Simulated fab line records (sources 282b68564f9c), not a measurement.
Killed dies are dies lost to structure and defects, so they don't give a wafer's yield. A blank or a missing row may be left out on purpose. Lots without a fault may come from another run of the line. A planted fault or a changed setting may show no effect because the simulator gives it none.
What tool caused it? | flow rit cmos | 39 wafers from 13 lots sampled at 3 of the route's 202 steps

WHAT THE GAUGES READ, wafer by wafer
RIT_SILICIDE_RS_MEAS_02: uses a four-point probe to measure.
lot  | measured    | on            | SILICIDE_TI_RS (ohm/sq)
L418 | day 3 02:41 | film metro-03 | 48.4 48.6 49.7
L419 | day 3 06:54 | film metro-04 | 48.1 48.3 46.8
L420 | day 3 12:55 | film metro-03 | 48.1 48.1 48.8
L421 | day 3 19:29 | film metro-02 | 47.0 47.3 47.9
L422 | day 3 23:22 | film metro-02 | 47.7 48.2 48.3
L423 | day 4 03:59 | film metro-04 | 47.9 49.0 49.1
L424 | day 4 08:41 | film metro-03 | 48.9 48.2 48.2
L426 | day 5 00:40 | film metro-04 | 32.5 48.7 48.5
L428 | day 5 17:01 | film metro-04 | 47.5 47.5 48.1
L431 | day 6 06:50 | film metro-02 | 48.1 47.5 47.6
L435 | day 6 21:57 | film metro-04 | 47.9 47.6 48.3
L439 | day 7 13:59 | film metro-02 | 47.8 47.0 48.4
L440 | day 7 17:37 | film metro-02 | 47.7 48.0 46.7

RIT_SILICIDE_THK_MEAS_03: measures by xrf.
lot  | measured    | on            | SILICIDE_TI_THK (nm)
L418 | day 3 02:49 | film metro-03 | 29.7 29.7 29.3
L419 | day 3 07:01 | film metro-04 | 29.9 30.0 30.7
L420 | day 3 13:01 | film metro-03 | 30.0 30.0 29.7
L421 | day 3 19:37 | film metro-02 | 30.2 30.2 29.9
L422 | day 3 23:29 | film metro-02 | 30.0 29.7 29.7
L423 | day 4 04:07 | film metro-04 | 30.0 29.6 29.5
L424 | day 4 08:47 | film metro-03 | 29.8 30.1 30.0
L426 | day 5 00:46 | film metro-04 | 41.0 29.6 29.7
L428 | day 5 17:08 | film metro-04 | 30.4 30.2 29.9
L431 | day 6 06:57 | film metro-02 | 29.6 30.1 30.0
L435 | day 6 22:04 | film metro-04 | 30.0 30.1 30.0
L439 | day 7 14:05 | film metro-02 | 30.0 30.5 29.6
L440 | day 7 17:43 | film metro-02 | 29.9 29.8 30.4

EACH LOT AND THE TOOL THAT RAN IT (in order: tool; ch and the chambers of the sampled wafers; start)
lot  | RIT_SILICIDE_SPUTTER_01
L418 | pvd sputter-02, day 3 02:32
L419 | pvd sputter-03, day 3 06:45
L420 | pvd sputter-02, day 3 12:44
L421 | pvd sputter-03, day 3 19:20
L422 | pvd sputter-02, day 3 23:13
L423 | pvd sputter-03, day 4 03:50
L424 | pvd sputter-02, day 4 08:29
L426 | pvd sputter-02, day 5 00:28
L428 | pvd sputter-03, day 5 16:51
L431 | pvd sputter-01, day 6 06:41
L435 | pvd sputter-01, day 6 21:47
L439 | pvd sputter-01, day 7 13:47
L440 | pvd sputter-02, day 7 17:25
- RIT_SILICIDE_SPUTTER_01: material Ti, target thk 30 nm, time 240 s.

AS READ BY THE TOOLS THEMSELVES (means over the sampled wafers that have a number; for cases with no such wafer, the mark the record gives instead)
RIT_SILICIDE_SPUTTER_01.
lot  | tool           | throttle valve pct (%)
L418 | pvd sputter-02 | 29.9
L419 | pvd sputter-03 | 29.6
L420 | pvd sputter-02 | 29.8
L421 | pvd sputter-03 | 31.2
L422 | pvd sputter-02 | 29.4
L423 | pvd sputter-03 | 30.3
L424 | pvd sputter-02 | 29.7
L426 | pvd sputter-02 | 29.5
L428 | pvd sputter-03 | 30.5
L431 | pvd sputter-01 | 30.0
L435 | pvd sputter-01 | 30.4
L439 | pvd sputter-01 | 30.3
L440 | pvd sputter-02 | 29.5

THE ANSWER, worked out from the rows above alone
Rule: the usual values come from the lots themselves. The widest of any qualifying gaps counts: lots, ordered by their means at a reading, are off when they make up no more than a third of the lots, leave a main group of 4 or more, and stand apart from it by 3 or more times the standard deviation of that group's means. A main group is skipped when, at the precision printed for the reading in the tables above, its means are all equal. A lot without any number at a reading at which 4 lots or more have one is off too. The other lots that the step has rows for count as sound. After the gauges, taken in route order, come the tools' own readings; for these a lot's mean is taken, as printed above. At the first step where some lot is off, the reading lying furthest off is the one used; lots without a number count as furthest.
Off: L426, seen at RIT_SILICIDE_RS_MEAS_02 (SILICIDE_TI_RS). For the main group the mean is 48.0 ohm/sq and the standard deviation 0.46.
If a tool, at a process step before that reading, ran all the lots that are off and no sound lot after the first of them, it fits. Those tools and the gauges at RIT_SILICIDE_RS_MEAS_02 are tried in the same way. Of those tried, none fits.

WHAT WAS PUT IN BY THE SIMULATOR
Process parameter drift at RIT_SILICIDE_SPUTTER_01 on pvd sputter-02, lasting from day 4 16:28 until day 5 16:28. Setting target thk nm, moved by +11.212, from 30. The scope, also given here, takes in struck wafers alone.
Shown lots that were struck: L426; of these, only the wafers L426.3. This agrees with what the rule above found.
